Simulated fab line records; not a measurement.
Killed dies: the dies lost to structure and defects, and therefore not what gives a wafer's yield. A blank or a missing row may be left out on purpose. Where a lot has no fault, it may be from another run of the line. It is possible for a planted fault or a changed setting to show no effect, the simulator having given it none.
Split-lot study :: flow berkeleyCmos170 :: 23 wafers read from 5 lots, route of 331 steps

== ABOUT THE SPLIT ==
At UCB170_GATE_COAT_07 (resist thk 900 nm), the setting spinRpm was moved away from the recipe's 1500 rpm on 5 of the 23 wafers read, by -2.5% to +7.1%. For the rest of the wafers, this setting stayed at what the recipe calls for.

Reading taken at the split's own step.

== THE READING ==
KrF_of_GATE_COAT_07.thkNm (the simulator's own value, which no gauge read), in nm, at UCB170_GATE_COAT_07 (resist thk 900 nm). No usual value for it is given in the file. Across the 18 wafers here that went through the recipe, the average is 902.2 nm and the standard deviation 2.2 nm.

wafer: L074.1
tool, chamber at the split: lithoTrack-04, 0
spinRpm as run, rpm: 1500
against the recipe: recipe
KrF_of_GATE_COAT_07.thkNm, nm: 900.5
against lot-mates on the recipe: -

wafer: L074.2
tool, chamber at the split: lithoTrack-04, 0
spinRpm as run, rpm: 1500
against the recipe: recipe
KrF_of_GATE_COAT_07.thkNm, nm: 902.2
against lot-mates on the recipe: -

wafer: L074.3
tool, chamber at the split: lithoTrack-04, 0
spinRpm as run, rpm: 1500
against the recipe: recipe
KrF_of_GATE_COAT_07.thkNm, nm: 900
against lot-mates on the recipe: -

wafer: L074.4
tool, chamber at the split: lithoTrack-04, 0
spinRpm as run, rpm: 1500
against the recipe: recipe
KrF_of_GATE_COAT_07.thkNm, nm: 900.3
against lot-mates on the recipe: -

wafer: L074.6
tool, chamber at the split: lithoTrack-04, 0
spinRpm as run, rpm: 1500
against the recipe: recipe
KrF_of_GATE_COAT_07.thkNm, nm: 899.4
against lot-mates on the recipe: -

wafer: L078.1
tool, chamber at the split: lithoTrack-01, 0
spinRpm as run, rpm: 1500
against the recipe: recipe
KrF_of_GATE_COAT_07.thkNm, nm: 902.9
against lot-mates on the recipe: -

wafer: L078.5
tool, chamber at the split: lithoTrack-01, 0
spinRpm as run, rpm: 1500
against the recipe: recipe
KrF_of_GATE_COAT_07.thkNm, nm: 902.9
against lot-mates on the recipe: -

wafer: L078.2
tool, chamber at the split: lithoTrack-01, 0
spinRpm as run, rpm: 1500
against the recipe: recipe
KrF_of_GATE_COAT_07.thkNm, nm: 903.1
against lot-mates on the recipe: -

wafer: L078.3
tool, chamber at the split: lithoTrack-01, 0
spinRpm as run, rpm: 1500
against the recipe: recipe
KrF_of_GATE_COAT_07.thkNm, nm: 901.2
against lot-mates on the recipe: -

wafer: L078.4
tool, chamber at the split: lithoTrack-01, 0
spinRpm as run, rpm: 1500
against the recipe: recipe
KrF_of_GATE_COAT_07.thkNm, nm: 905.7
against lot-mates on the recipe: -

wafer: L081.3
tool, chamber at the split: lithoTrack-01, 0
spinRpm as run, rpm: 1500
against the recipe: recipe
KrF_of_GATE_COAT_07.thkNm, nm: 900.4
against lot-mates on the recipe: -

wafer: L081.5
tool, chamber at the split: lithoTrack-01, 0
spinRpm as run, rpm: 1500
against the recipe: recipe
KrF_of_GATE_COAT_07.thkNm, nm: 898.3
against lot-mates on the recipe: -

wafer: L081.6
tool, chamber at the split: lithoTrack-01, 0
spinRpm as run, rpm: 1500
against the recipe: recipe
KrF_of_GATE_COAT_07.thkNm, nm: 900.5
against lot-mates on the recipe: -

wafer: L083.1
tool, chamber at the split: lithoTrack-03, 0
spinRpm as run, rpm: 1462
against the recipe: -2.5%
KrF_of_GATE_COAT_07.thkNm, nm: 915.9
against lot-mates on the recipe: +12.1

wafer: L083.3
tool, chamber at the split: lithoTrack-03, 0
spinRpm as run, rpm: 1462
against the recipe: -2.5%
KrF_of_GATE_COAT_07.thkNm, nm: 916
against lot-mates on the recipe: +12.2

wafer: L083.4
tool, chamber at the split: lithoTrack-03, 0
spinRpm as run, rpm: 1500
against the recipe: recipe
KrF_of_GATE_COAT_07.thkNm, nm: 905
against lot-mates on the recipe: -

wafer: L083.5
tool, chamber at the split: lithoTrack-03, 0
spinRpm as run, rpm: 1462
against the recipe: -2.5%
KrF_of_GATE_COAT_07.thkNm, nm: 916.2
against lot-mates on the recipe: +12.4

wafer: L083.6
tool, chamber at the split: lithoTrack-03, 0
spinRpm as run, rpm: 1500
against the recipe: recipe
KrF_of_GATE_COAT_07.thkNm, nm: 902.6
against lot-mates on the recipe: -

wafer: L084.2
tool, chamber at the split: lithoTrack-04, 0
spinRpm as run, rpm: 1607
against the recipe: +7.1%
KrF_of_GATE_COAT_07.thkNm, nm: 875.9
against lot-mates on the recipe: -29.0

wafer: L084.3
tool, chamber at the split: lithoTrack-04, 0
spinRpm as run, rpm: 1500
against the recipe: recipe
KrF_of_GATE_COAT_07.thkNm, nm: 905.6
against lot-mates on the recipe: -

wafer: L084.4
tool, chamber at the split: lithoTrack-04, 0
spinRpm as run, rpm: 1607
against the recipe: +7.1%
KrF_of_GATE_COAT_07.thkNm, nm: 875.1
against lot-mates on the recipe: -29.8

wafer: L084.5
tool, chamber at the split: lithoTrack-04, 0
spinRpm as run, rpm: 1500
against the recipe: recipe
KrF_of_GATE_COAT_07.thkNm, nm: 905.1
against lot-mates on the recipe: -

wafer: L084.6
tool, chamber at the split: lithoTrack-04, 0
spinRpm as run, rpm: 1500
against the recipe: recipe
KrF_of_GATE_COAT_07.thkNm, nm: 904.1
against lot-mates on the recipe: -

FIT RESULTS
A straight line over all 23 wafers: KrF_of_GATE_COAT_07.thkNm changes by -4.05 nm for each +1% of spinRpm; r = -0.97; the points scatter about the line by 2.4 nm.
The same after taking each lot's own level away (the mean of its wafers on the recipe; 23 wafers): -4.25 nm for each +1%; r = -0.99; scatter 1.2 nm.
According to that fit, moving spinRpm by its largest amount changes the reading by 30 nm.
Across the lots, their own levels run from 899.73 to 904.93 nm, a range of 2.4 times the standard deviation given above.
The two slopes agree, so the slope changes little with the lot-to-lot level.
Check: with one of the wafers moved furthest among these (+7.1%) left out of the fit, the line predicts -30.9 nm for it against its lot-mates. It came out at -29 nm against them.

== THE OTHER SPLITS THESE WAFERS WENT THROUGH ==
Before the reading, these wafers also passed through other splits. Each is held against what the fit with the lots' levels taken away leaves over:
other split on the same wafers: UCB170_START_OXIDATION_02 tempC
wafers away from the commonest value: 15
r with KrF_of_GATE_COAT_07.thkNm (lot level and that fit taken away): -0.09

other split on the same wafers: UCB170_NWELL_OXIDATION_01 tempC
wafers away from the commonest value: 15
r with KrF_of_GATE_COAT_07.thkNm (lot level and that fit taken away): -0.13

other split on the same wafers: UCB170_NWELL_IMPLANT_14 energyKev
wafers away from the commonest value: 8
r with KrF_of_GATE_COAT_07.thkNm (lot level and that fit taken away): -0.19

other split on the same wafers: UCB170_PWELL_COAT_08 spinRpm
wafers away from the commonest value: 8
r with KrF_of_GATE_COAT_07.thkNm (lot level and that fit taken away): -0.45

other split on the same wafers: UCB170_PWELL_IMPLANT_15 energyKev
wafers away from the commonest value: 9
r with KrF_of_GATE_COAT_07.thkNm (lot level and that fit taken away): +0.08

other split on the same wafers: UCB170_ACTIVE_OXIDATION_02 tempC
wafers away from the commonest value: 18
r with KrF_of_GATE_COAT_07.thkNm (lot level and that fit taken away): +0.10

other split on the same wafers: UCB170_FIELD_OXIDATION_01 tempC
wafers away from the commonest value: 18
r with KrF_of_GATE_COAT_07.thkNm (lot level and that fit taken away): -0.10

other split on the same wafers: UCB170_NVT_COAT_01 spinRpm
wafers away from the commonest value: 5
r with KrF_of_GATE_COAT_07.thkNm (lot level and that fit taken away): +0.05

other split on the same wafers: UCB170_NVT_PEB_04 pebTempC
wafers away from the commonest value: 11
r with KrF_of_GATE_COAT_07.thkNm (lot level and that fit taken away): -0.02

other split on the same wafers: UCB170_PVT_IMPLANT_07 doseCm2
wafers away from the commonest value: 6
r with KrF_of_GATE_COAT_07.thkNm (lot level and that fit taken away): +0.25

== FILE'S OWN FIT ==
KrF_of_GATE_COAT_07.thkNm changes by -4.2 nm for each +1% of spinRpm, r = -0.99.
